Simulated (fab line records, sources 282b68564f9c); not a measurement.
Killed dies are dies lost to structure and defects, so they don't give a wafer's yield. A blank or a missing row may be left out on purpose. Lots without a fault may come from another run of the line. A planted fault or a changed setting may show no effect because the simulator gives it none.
fab line records | flow rit_cmos
record lots=7 wafers=21 last_day=7
route steps=202 shown ACTIVE@1 FOX1@20 FOX2@23 M1@202
lots that met no fault: from a run of the same line without faults
start_h: hours from the record's first day to the start of the lot's first wafer shown | wait_h: hours since the lot's step before | " the same as in the row above | L1.1+2: a row that stands for several wafers | - no value, or no start given | * or withheld: withheld | < > ~ a bound
route shown NAME@n: a module of which the file shows steps, and the number in the route of the first | usual: mean/standard deviation of fault-free wafers | same: alike in all rows | chamber/n: place in a boat | sites: the reading at each site | _std_site: their standard deviation | _edge_site: outer sites' mean less inner sites' | radius_mm: how far each site lies from the wafer's centre | mask NAME#n: copy n | behind: the tool/chamber that last shaped the wafer | hold: why the lot was held/for how many hours/how that ended | device: the transistor (n, p or np) that didn't switch | end of line: the same wafers' tests at the end of the route | a step without rows: its recipe alone | killed: dies lost to structure and defects at the first sort, not the wafer's yield | map: a wafer's dies, x killed, . not, _ none there
set.NAME: the setting as run; set.NAME@STEP: as run at that earlier step | model.NAME: the simulator's own value behind a step, which no gauge read
lots at some steps of the route; a table a step, a row a wafer
services: from which hour (start_h, from the record's first day; less than 0 if before it) a tool's chamber was out of use, for how many hours, and why
## steps
# step RIT_ACTIVE_BOW_MEAS_00
# recipe mode=bow
# usual INCOMING_BOW=1/6
# columns lot.wafer tool chamber start_h wait_h INCOMING_BOW[um]
L576.3 film_metro-02 - 55.04 - 2
L576.5 " - " " 0
L576.6 " - " " -3
L579.2 film_metro-02 - 70.02 - 1
L579.3 " - " " 3
L579.5 " - " " 2
L580.1 film_metro-01 - 75.00 - 3
L580.2 " - " " 4
L580.3 " - " " -11
L581.1 film_metro-04 - 80.00 - 2
L581.2 " - " " 0
L581.3 " - " " 8
L582.1 film_metro-02 - 85.00 - 6
L582.2 " - " " 10
L582.6 " - " " 4
L585.1 film_metro-02 - 100.00 - -1
L585.3 " - " " 3
L585.4 " - " " 1
L587.2 film_metro-02 - 110.02 - -1
L587.4 " - " " 9
L587.5 " - " " 1
# step RIT_ACTIVE_OXIDATION_01
# recipe temp_c=1000 ambient=O2 target_thk_a=468 ox_time_s=3360
# usual ox_temp_c_max=1005.4/1.3 zone_power_centre_pct=47.3/2 zone_power_load_pct=33/3.9
# same ox_time_s=3360
# columns lot.wafer tool chamber start_h wait_h ox_temp_c_max zone_power_centre_pct zone_power_load_pct model.SiO2_of_ACTIVE_OXIDATION_01.thk_nm
L576.3 furnace-04 0 55.91 0.8 1008.1 49.0 30 46.75
L576.5 " 0 " " 1007.4 48.1 31 47.16
L576.6 " 0 " " 1005.3 49.0 30 46.94
L579.2 furnace-04 0 70.12 0.1 1006.0 48.6 31 47
L579.3 " 0 " " 1005.6 48.2 30 46.85
L579.5 " 0 " " 1006.5 48.9 31 46.13
L580.1 furnace-04 0 75.49 0.5 1005.7 48.8 31 47.08
L580.2 " 0 " " 1004.0 49.2 31 46.48
L580.3 " 0 " " 1005.3 49.4 30 47.08
L581.1 furnace-04 0 80.24 0.2 1005.2 48.5 31 51.66
L581.2 " 0 " " 1007.7 48.7 31 51.65
L581.3 " 0 " " 1006.2 49.1 30 51.73
L582.1 furnace-04 0 85.12 0.1 1007.9 49.1 30 52.04
L582.2 " 0 " " 1004.5 48.6 30 51.27
L582.6 " 0 " " 1007.7 47.9 31 52.03
L585.1 furnace-04 0 100.12 0.1 1007.3 48.8 30 51.62
L585.3 " 0 " " 1005.0 48.8 30 52.38
L585.4 " 0 " " 1004.1 48.9 30 52.61
L587.2 furnace-01 0 110.84 0.8 1003.8 45.2 34 47.69
L587.4 " 0 " " 1005.4 44.5 33 47.26
L587.5 " 0 " " 1003.8 45.3 34 46.57
# step RIT_ACTIVE_THK_MEAS_02
# recipe reads=SiO2_of_ACTIVE_OXIDATION_01
# usual ACTIVE_OXIDE_THK=46.8/0.83
# columns lot.wafer tool chamber start_h wait_h ACTIVE_OXIDE_THK[nm]
L576.3 film_metro-01 - 57.86 0.0 46.8
L576.5 " - " " 47.1
L576.6 " - " " 47.0
L579.2 film_metro-01 - 72.06 0.0 47.0
L579.3 " - " " 46.9
L579.5 " - " " 46.1
L580.1 film_metro-01 - 77.42 0.0 47.1
L580.2 " - " " 46.4
L580.3 " - " " 47.1
L581.1 film_metro-01 - 82.17 0.0 51.7
L581.2 " - " " 51.6
L581.3 " - " " 51.7
L582.1 film_metro-01 - 87.05 0.0 52.0
L582.2 " - " " 51.3
L582.6 " - " " 52.0
L585.1 film_metro-01 - 102.05 0.0 51.7
L585.3 " - " " 52.4
L585.4 " - " " 52.6
L587.2 film_metro-01 - 112.78 0.0 47.7
L587.4 " - " " 47.3
L587.5 " - " " 46.6
# step RIT_ACTIVE_CVD_03
# recipe material=Si3N4 target_thk_nm=150 temp_c=810 precursor=SiH2Cl2/NH3 time_s=1500 pressure_mtorr=300 sih2cl2_flow_sccm=60 nh3_flow_sccm=150
# step RIT_ACTIVE_THK_MEAS_04
# recipe reads=Si3N4_of_ACTIVE_CVD_03
# usual ACTIVE_NITRIDE_THK=150.0/1.4
# columns lot.wafer tool chamber start_h wait_h ACTIVE_NITRIDE_THK[nm]
L576.3 film_metro-02 - 59.34 0.0 148.5
L576.5 " - " " 149.6
L576.6 " - " " 150.2
L579.2 film_metro-01 - 73.54 0.0 151.7
L579.3 " - " " 151.6
L579.5 " - " " 150.6
L580.1 film_metro-04 - 78.90 0.0 149.8
L580.2 " - " " 148.8
L580.3 " - " " 148.9
L581.1 film_metro-04 - 83.65 0.0 150.0
L581.2 " - " " 149.4
L581.3 " - " " 149.9
L582.1 film_metro-02 - 88.53 0.0 151.5
L582.2 " - " " 150.8
L582.6 " - " " 151.1
L585.1 film_metro-01 - 104.90 0.0 147.8
L585.3 " - " " 148.8
L585.4 " - " " 148.1
L587.2 film_metro-01 - 115.13 0.1 149.1
L587.4 " - " " 150.0
L587.5 " - " " 149.8
# step RIT_ACTIVE_HMDS_05
# recipe prime_time_s=60 prime_temp_c=140
# step RIT_ACTIVE_COAT_06
# recipe resist=NOVOLAK spin_rpm=3250 resist_thk_nm=1000
# step RIT_ACTIVE_SOFTBAKE_07
# recipe resist=NOVOLAK temp_c=90 time_s=60
# step RIT_ACTIVE_EXPOSE_08
# recipe mask_id=M1 na=0.6 source_shape=conventional sigma_outer=0.6 target_cd_nm=1400 dose_mj=225
# step RIT_ACTIVE_PEB_09
# recipe resist=NOVOLAK temp_c=withheld time_s=withheld
# step RIT_ACTIVE_DEVELOP_10
# recipe resist=NOVOLAK develop_time_s=50 dev_temp_c=23
# step RIT_ACTIVE_CD_MEAS_11
# recipe target_cd_nm=1400
# usual cd_nm=1400.7/2.3
# columns lot.wafer tool chamber start_h wait_h cd_nm
L576.3 cd_sem-02 - 60.39 - 1397.9
L576.5 " - " " 1395.7
L576.6 " - " " 1398.2
L579.2 cd_sem-01 - 74.77 - 1404.9
L579.3 " - " " 1404.3
L579.5 " - " " 1403.4
L580.1 cd_sem-02 - 79.93 - 1400.0
L580.2 " - " " 1397.8
L580.3 " - " " 1399.9
L581.1 cd_sem-02 - 84.68 - 1400.6
L581.2 " - " " 1400.5
L581.3 " - " " 1401.0
L582.1 cd_sem-02 - 89.44 - 1400.4
L582.2 " - " " 1400.4
L582.6 " - " " 1400.7
L585.1 cd_sem-02 - 105.96 - 1398.1
L585.3 " - " " 1399.8
L585.4 " - " " 1399.0
L587.2 cd_sem-02 - 116.15 - 1401.2
L587.4 " - " " 1400.3
L587.5 " - " " 1402.7
# step RIT_ACTIVE_HARDBAKE_12
# recipe resist=NOVOLAK temp_c=140 time_s=60
# step RIT_ACTIVE_ETCH_13
# recipe stop_on=SiO2 chemistry=SF6 target=Si3N4 time_s=210 over_etch_frac=0.4 SF6_flow_sccm=200 pressure_mtorr=260 rf_w=125 target_depth_a=2100
# usual drypump_motor_current_A=5.9/0.46 oes_product_au=0.824/0.013 rf_fwd_power_W=124.5/0.4 throttle_valve_pct=7.47/0.12
# columns lot.wafer tool chamber start_h wait_h drypump_motor_current_A oes_product_au rf_fwd_power_W rf_hours_counter_h throttle_valve_pct
L576.3 rie_diel-04 2 60.62 0.1 5.7 0.835 124.8 114 7.41
L576.5 " 2 " " 5.7 0.843 125.5 - 7.40
L576.6 " 1 " " 6.5 0.820 124.9 - 7.38
L579.2 rie_diel-04 2 75.02 0.1 5.7 0.851 125.7 114 7.39
L579.3 " 0 " " 6.0 0.831 123.8 1 7.73
L579.5 " 2 " " 5.7 0.849 125.2 - 7.40
L580.1 rie_diel-02 0 80.20 0.1 5.7 0.804 124.3 90 7.35
L580.2 " 3 " " 5.2 0.820 124.3 8 7.36
L580.3 " 2 " " 5.5 0.825 124.5 49 7.52
L581.1 rie_diel-01 2 84.95 0.1 6.3 0.840 124.1 157 7.34
L581.2 " 3 " " 6.7 0.838 124.4 79 7.39
L581.3 " 0 " " 6.2 0.817 123.7 143 7.60
L582.1 rie_diel-04 1 89.71 0.1 6.5 0.818 125.1 159 7.35
L582.2 " 2 " " 5.7 0.847 125.4 115 7.41
L582.6 " 1 " " 6.5 0.809 124.6 - 7.35
L585.1 rie_diel-01 0 106.23 0.1 6.2 0.809 124.4 143 7.58
L585.3 " 1 " " 6.0 0.826 124.5 147 7.58
L585.4 " 2 " " 6.3 0.836 124.7 157 7.32
L587.2 rie_diel-02 0 116.63 0.1 5.7 0.807 125.2 90 7.35
L587.4 " 3 " " 5.1 0.826 123.8 10 7.35
L587.5 " 3 " " 5.1 0.826 124.1 - 7.38
# step RIT_ACTIVE_STRIP_14
# recipe chemistry=O2 time_s=180 resist=NOVOLAK platen_temp_c=withheld power_w=500 pressure_mtorr=4000 o2_flow_sccm=4000
# usual drypump_motor_current_A=5.7/0.46
# columns lot.wafer tool chamber start_h wait_h drypump_motor_current_A rf_hours_counter_h
L576.3 plasma_asher-02 0 60.82 0.1 6.2 -
L576.5 " 1 " " 5.2 -
L576.6 " 0 " " 6.2 -
L579.2 plasma_asher-04 1 75.16 0.1 6.1 43
L579.3 " 1 " " 6.0 -
L579.5 " 0 " " 5.2 -
L580.1 plasma_asher-04 1 80.34 0.1 6.1 43
L580.2 " 0 " " 5.3 43
L580.3 " 0 " " 5.3 -
L581.1 plasma_asher-02 1 85.08 0.1 5.2 47
L581.2 " 0 " " 6.2 47
L581.3 " 1 " " 5.3 -
L582.1 plasma_asher-01 1 89.84 0.1 5.1 48
L582.2 " 0 " " 6.1 48
L582.6 " 1 " " 5.1 -
L585.1 plasma_asher-02 1 106.36 0.1 5.3 49
L585.3 " 0 " " 6.2 -
L585.4 " 1 " " 5.3 -
L587.2 plasma_asher-01 0 116.76 0.1 6.1 51
L587.4 " 0 " " 6.1 -
L587.5 " 1 " " 5.1 -
# step RIT_ACTIVE_CD_MEAS_90
# recipe target_cd_nm=1400
# usual cd_nm=1400.7/2.3
# columns lot.wafer tool chamber start_h wait_h cd_nm
L576.3 cd_sem-01 - 60.97 0.1 1397.6
L576.5 " - " " 1395.5
L576.6 " - " " 1398.1
L579.2 cd_sem-01 - 75.35 0.1 1404.8
L579.3 " - " " 1404.7
L579.5 " - " " 1403.6
L580.1 cd_sem-01 - 80.51 0.1 1400.1
L580.2 " - " " 1397.3
L580.3 " - " " 1400.4
L581.1 cd_sem-01 - 85.26 0.1 1400.7
L581.2 " - " " 1400.4
L581.3 " - " " 1401.0
L582.1 cd_sem-01 - 90.02 0.1 1400.9
L582.2 " - " " 1399.8
L582.6 " - " " 1401.1
L585.1 cd_sem-01 - 106.54 0.1 1398.4
L585.3 " - " " 1399.3
L585.4 " - " " 1399.1
L587.2 cd_sem-02 - 116.96 0.1 1401.1
L587.4 " - " " 1400.4
L587.5 " - " " 1402.4
# step RIT_ACTIVE_CLEAN_15
# recipe chemistry=SC1 mix=3:3:50 time_s=600 temp_c=75
# step RIT_ACTIVE_CLEAN_16
# recipe chemistry=dHF dilution=50:1 time_s=30
# step RIT_ACTIVE_CLEAN_17
# recipe chemistry=SC2 mix=3:3:50 time_s=600 temp_c=75 dry=n2_spin
# step RIT_FOX1_OXIDATION_00
# recipe temp_c=1100 ambient=H2O target_thk_a=3507 p_h2o_torr=720 ox_time_s=1130
# step RIT_FOX1_THK_MEAS_01
# recipe reads=SiO2_of_FOX1_OXIDATION_00
# usual FOX1_OXIDE_THK=347/7.1
# columns lot.wafer tool chamber start_h wait_h FOX1_OXIDE_THK[nm]
L576.3 film_metro-02 - 65.15 0.0 339
L576.5 " - " " 340
L576.6 " - " " 335
L579.2 film_metro-03 - 78.75 0.0 335
L579.3 " - " " 343
L579.5 " - " " 342
L580.1 film_metro-03 - 83.48 0.0 341
L580.2 " - " " 350
L580.3 " - " " 348
L581.1 film_metro-01 - 87.68 0.0 344
L581.2 " - " " 346
L581.3 " - " " 348
L582.1 film_metro-03 - 92.63 0.0 345
L582.2 " - " " 340
L582.6 " - " " 341
L585.1 film_metro-03 - 109.30 0.0 350
L585.3 " - " " 349
L585.4 " - " " 352
L587.2 film_metro-01 - 118.81 0.0 348
L587.4 " - " " 352
L587.5 " - " " 342
# step RIT_FOX1_WET_ETCH_02
# recipe chemistry=BOE target_depth_nm=350 time_s=390 temp_c=21.5 dry=n2_spin dilution=10:1 target=SiO2
# step RIT_FOX2_OXIDATION_00
# recipe temp_c=1100 ambient=H2O target_thk_a=3507 p_h2o_torr=720 ox_time_s=1130
# step RIT_FOX2_THK_MEAS_01
# recipe reads=SiO2_of_FOX2_OXIDATION_00
# usual FOX2_OXIDE_THK=349/7.8
# columns lot.wafer tool chamber start_h wait_h FOX2_OXIDE_THK[nm]
L576.3 film_metro-03 - 68.78 0.0 353
L576.5 " - " " 356
L576.6 " - " " 360
L579.2 film_metro-03 - 80.25 0.0 344
L579.3 " - " " 347
L579.5 " - " " 351
L580.1 film_metro-03 - 85.09 0.0 342
L580.2 " - " " 350
L580.3 " - " " 344
L581.1 film_metro-02 - 89.17 0.0 339
L581.2 " - " " 349
L581.3 " - " " 342
L582.1 film_metro-03 - 94.12 0.0 334
L582.2 " - " " 338
L582.6 " - " " 337
L585.1 film_metro-03 - 111.69 0.0 352
L585.3 " - " " 348
L585.4 " - " " 347
L587.2 film_metro-02 - 120.30 0.0 340
L587.4 " - " " 336
L587.5 " - " " 346
# step RIT_FOX2_CLEAN_02
# recipe chemistry=dHF dilution=50:1 time_s=180
# step RIT_FOX2_WET_ETCH_03
# recipe chemistry=H3PO4 target=Si3N4 target_depth_nm=195 temp_c=165 time_s=2700
# usual temp_c=165.00/0.16
# columns lot.wafer tool chamber start_h wait_h temp_c model.SiO2_of_ACTIVE_OXIDATION_01.thk_nm
L576.3 wet_bench-04 3 68.88 0.0 165.05 38.99
L576.5 " 3 " " 164.96 39.31
L576.6 " 3 " " 164.93 41.85
L579.2 wet_bench-01 0 80.35 0.0 165.09 38.92
L579.3 " 0 " " 165.17 41.5
L579.5 " 0 " " 165.20 38.13
L580.1 wet_bench-03 2 85.28 0.0 164.87 40.47
L580.2 " 2 " " 165.00 39.53
L580.3 " 2 " " 164.66 41.83
L581.1 wet_bench-01 2 89.29 0.0 165.07 46.01
L581.2 " 2 " " 164.96 45.97
L581.3 " 2 " " 164.95 46.09
L582.1 wet_bench-01 0 94.24 0.0 165.02 46.29
L582.2 " 0 " " 164.90 42.85
L582.6 " 0 " " 164.83 46.27
L585.1 wet_bench-03 3 111.81 0.0 165.22 45.71
L585.3 " 3 " " 164.96 45.01
L585.4 " 3 " " 164.88 46.6
L587.2 wet_bench-01 0 120.42 0.0 164.92 40.98
L587.4 " 0 " " 164.95 40.19
L587.5 " 0 " " 164.83 39.6
# step RIT_FOX2_THK_MEAS_90
# recipe reads=SiO2_of_FOX2_OXIDATION_00
# usual FIELD_OXIDE_LEFT_1_THK=322/7.9
# columns lot.wafer tool chamber start_h wait_h FIELD_OXIDE_LEFT_1_THK[nm]
L576.3 film_metro-03 - 69.66 0.0 326
L576.5 " - " " 329
L576.6 " - " " 333
L579.2 film_metro-03 - 81.12 0.0 317
L579.3 " - " " 320
L579.5 " - " " 323
L580.1 film_metro-04 - 86.04 0.0 314
L580.2 " - " " 322
L580.3 " - " " 316
L581.1 film_metro-02 - 90.05 0.0 312
L581.2 " - " " 322
L581.3 " - " " 315
L582.1 film_metro-04 - 95.76 0.0 306
L582.2 " - " " 311
L582.6 " - " " 310
L585.1 film_metro-03 - 113.33 0.0 324
L585.3 " - " " 320
L585.4 " - " " 320
L587.2 film_metro-04 - 121.18 0.0 312
L587.4 " - " " 309
L587.5 " - " " 318
# step RIT_M1_PROBE_99
# usual killed_at_front_end=7/3 killed_dies=7/3.1 killed_on_rim=1.9/1.5 killed_open=3.3/1.8 killed_short=3.6/2
# same gross_dies=264 killed_at_M0_to_M3=0 killed_at_M4_up=0 killed_at_back_side=0 killed_at_contacts=0 killed_at_other=0
# columns lot.wafer tool chamber start_h wait_h killed_at_front_end killed_dies killed_on_rim killed_open killed_short model.etest.nldd.width_nm model.etest.pldd.width_nm model.etest.nplus_sal.width_nm model.etest.pplus_sal.width_nm model.etest.nmos_narrow.drive_ua_um model.etest.pmos_narrow.drive_ua_um
L576.3 prober-02 - 109.48 0.2 7 7 1 3 4 3204 3195 3426 3434 220.5 99.2
L576.5 prober-02 - 109.58 0.2 10 10 6 5 5 3174 3159 3464 3478 227.3 100.2
L576.6 prober-02 - 109.63 0.2 4 4 2 1 3 3193 3170 3437 3466 226.2 100.4
L579.2 prober-01 - 121.86 0.1 9 9 5 7 2 3206 3211 3492 3479 229.7 101.6
L579.3 prober-01 - 121.91 0.2 8 8 2 3 5 3216 3192 3462 3472 221.5 98.31
L579.5 prober-01 - 122.01 0.2 4 4 0 1 3 3191 3211 3479 3464 223.9 101.8
L580.1 prober-02 - 125.57 0.1 7 7 2 1 6 3194 3220 3462 3467 228.4 100.8
L580.2 prober-02 - 125.62 0.1 4 4 0 1 3 3191 3188 3449 3426 224.7 101
L580.3 prober-02 - 125.67 0.2 4 4 1 2 2 3191 3198 3451 3431 233.1 104.4
L581.1 prober-01 - 132.07 0.1 4 4 0 1 3 3142 3130 3439 3427 210 92.47
L581.2 prober-01 - 132.12 0.1 10 10 6 7 3 3130 3122 3435 3425 210.5 92.66
L581.3 prober-01 - 132.17 0.2 4 4 0 1 3 3140 3123 3437 3423 202.9 90.29
L582.1 prober-02 - 135.31 0.1 4 4 0 2 2 3159 3144 3451 3425 214.2 97.22
L582.2 prober-02 - 135.36 0.1 2 2 1 1 1 3154 3144 3435 3438 210.7 95.33
L582.6 prober-02 - 135.56 0.2 7 7 3 4 3 3146 3140 3424 3414 206.7 93.09
L585.1 prober-01 - 152.57 0.1 6 6 3 1 5 3124 3128 3385 3390 207.2 95.53
L585.3 prober-01 - 152.67 0.2 6 6 1 3 3 3121 3133 3444 3445 208.9 96.92
L585.4 prober-01 - 152.72 0.2 3 3 1 3 0 3122 3112 3405 3406 204.4 92.95
L587.2 prober-01 - 162.42 0.1 3 3 0 1 2 3189 3200 3474 3468 229.5 100.2
L587.4 prober-01 - 162.52 0.2 6 6 1 3 3 3183 3180 3449 3456 228.7 100.1
L587.5 prober-01 - 162.57 0.2 7 7 3 2 5 3220 3184 3448 3465 237.2 105.3
# killed by level:class
L576.3 REOX:geometric_particle:open=2 FOX1:geometric_particle:open=1 FOX2:geometric_particle:short=1 GATE:geometric_particle:short=1 REOX:geometric_particle:short=1 SILICIDE:geometric_particle:short=1
L576.5 GATE:geometric_particle:short=2 GATE:geometric_particle:open=2 SPACER:geometric_particle:open=2 SILICIDE:geometric_particle:short=2 FOX1:geometric_particle:short=1 REOX:geometric_particle:open=1
L576.6 FOX2:geometric_particle:short=1 GATE:geometric_particle:short=1 REOX:geometric_particle:short=1 REOX:geometric_particle:open=1
L579.2 GATE:geometric_particle:open=3 FOX1:geometric_particle:short=2 SILICIDE:geometric_particle:open=2 REOX:geometric_particle:open=1 SPACER:geometric_particle:open=1
L579.3 GATE:geometric_particle:short=2 FOX1:geometric_particle:short=1 GATE:geometric_particle:open=1 REOX:geometric_particle:open=1 REOX:geometric_particle:short=1 SILICIDE:geometric_particle:open=1 SILICIDE:geometric_particle:short=1
L579.5 FOX1:geometric_particle:short=2 REOX:geometric_particle:short=1 SILICIDE:geometric_particle:open=1
L580.1 FOX1:geometric_particle:short=3 FOX2:geometric_particle:short=1 GATE:geometric_particle:short=1 SPACER:geometric_particle:short=1 SILICIDE:geometric_particle:open=1
L580.2 FOX1:geometric_particle:short=2 SILICIDE:geometric_particle:open=1 SILICIDE:geometric_particle:short=1
L580.3 GATE:geometric_particle:short=1 GATE:geometric_particle:open=1 SILICIDE:geometric_particle:open=1 SILICIDE:geometric_particle:short=1
L581.1 GATE:geometric_particle:short=2 GATE:geometric_particle:open=1 REOX:geometric_particle:short=1
L581.2 GATE:geometric_particle:open=4 FOX2:geometric_particle:short=2 SPACER:geometric_particle:open=2 FOX1:geometric_particle:short=1 SILICIDE:geometric_particle:open=1
L581.3 FOX1:geometric_particle:short=1 FOX2:geometric_particle:short=1 SPACER:geometric_particle:short=1 SILICIDE:geometric_particle:open=1
L582.1 FOX1:geometric_particle:short=2 GATE:geometric_particle:open=1 SPACER:geometric_particle:open=1
L582.2 GATE:geometric_particle:short=1 GATE:geometric_particle:open=1
L582.6 GATE:geometric_particle:open=2 ACTIVE:geometric_particle:short=1 REOX:geometric_particle:open=1 REOX:geometric_particle:short=1 SPACER:geometric_particle:short=1 SILICIDE:geometric_particle:open=1
L585.1 GATE:geometric_particle:short=3 FOX1:geometric_particle:short=1 GATE:geometric_particle:open=1 REOX:geometric_particle:short=1
L585.3 GATE:geometric_particle:open=3 FOX2:geometric_particle:short=1 GATE:geometric_particle:short=1 SILICIDE:geometric_particle:short=1
L585.4 GATE:geometric_particle:open=2 FOX1:geometric_particle:open=1
L587.2 FOX1:geometric_particle:short=1 SPACER:geometric_particle:open=1 SILICIDE:geometric_particle:short=1
L587.4 FOX1:geometric_particle:open=2 FOX1:geometric_particle:short=1 GATE:geometric_particle:short=1 REOX:geometric_particle:short=1 SPACER:geometric_particle:open=1
L587.5 GATE:geometric_particle:short=2 REOX:geometric_particle:short=2 FOX1:geometric_particle:short=1 GATE:geometric_particle:open=1 REOX:geometric_particle:open=1
## services
# columns tool chamber start_h hours kind
furnace-04 - 34.39 2.6 pm
rie_diel-02 3 34.64 1.4 repair
furnace-01 - 59.51 4.3 pm
rie_diel-04 3 64.28 8.8 repair
plasma_asher-04 - 66.74 3.4 repair
rie_diel-04 3 74.23 2.4 repair
rie_diel-02 1 77.01 33.7 repair
rie_diel-04 1 101.29 - clean
rie_diel-04 1 101.29 23.8 scheduled_down
rie_diel-04 1 101.29 23.8 vent_cycle
rie_diel-02 0 105.67 10.8 repair
plasma_asher-02 - 108.75 9.0 pm
plasma_asher-02 0 108.75 9.0 vent_cycle
plasma_asher-02 1 108.75 9.0 vent_cycle
rie_diel-04 - 111.26 14.6 pm
wet_bench-04 - 112.44 2.1 repair
rie_diel-01 2 117.40 - clean
rie_diel-01 2 117.40 20.2 scheduled_down
rie_diel-01 2 117.40 20.2 vent_cycle
plasma_asher-02 0 117.75 - clean
plasma_asher-02 1 117.75 - clean
## key
first_sign step=RIT_ACTIVE_THK_MEAS_02 reading=ACTIVE_OXIDE_THK direction=up sigmas=6.2 usual=46.8 struck=51.9
effect none on later readings
model_effect step=RIT_ACTIVE_OXIDATION_01 value=SiO2_of_ACTIVE_OXIDATION_01.thk_nm without=46.4 struck=51.89
model_effect step=RIT_FOX2_WET_ETCH_03 value=SiO2_of_ACTIVE_OXIDATION_01.thk_nm without=40.77 struck=45.64
model_effect step=RIT_M1_PROBE_99 value=etest.nldd.width_nm without=3194 struck=3138
met_at RIT_ACTIVE_OXIDATION_01
struck_wafers L581.1,L581.2,L581.3,L582.1,L582.2,L582.6,L585.1,L585.3,L585.4
tester_left_out L581,L582,L585
onset_between 75.49 80.24
fault kind=process_parameter_drift tool=furnace-04 chamber=- onset_h=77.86 steps=RIT_ACTIVE_OXIDATION_01 channel=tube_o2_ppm offset=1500 shape=step end_h=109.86
# tester_left_out: of these lots the tester's yield and bins aren't shown, on N5 and GAA mostly nor the transistor test; their killed dies are dies lost to structure and defects alone, not to doping, threshold or leakage, so they don't give the yield
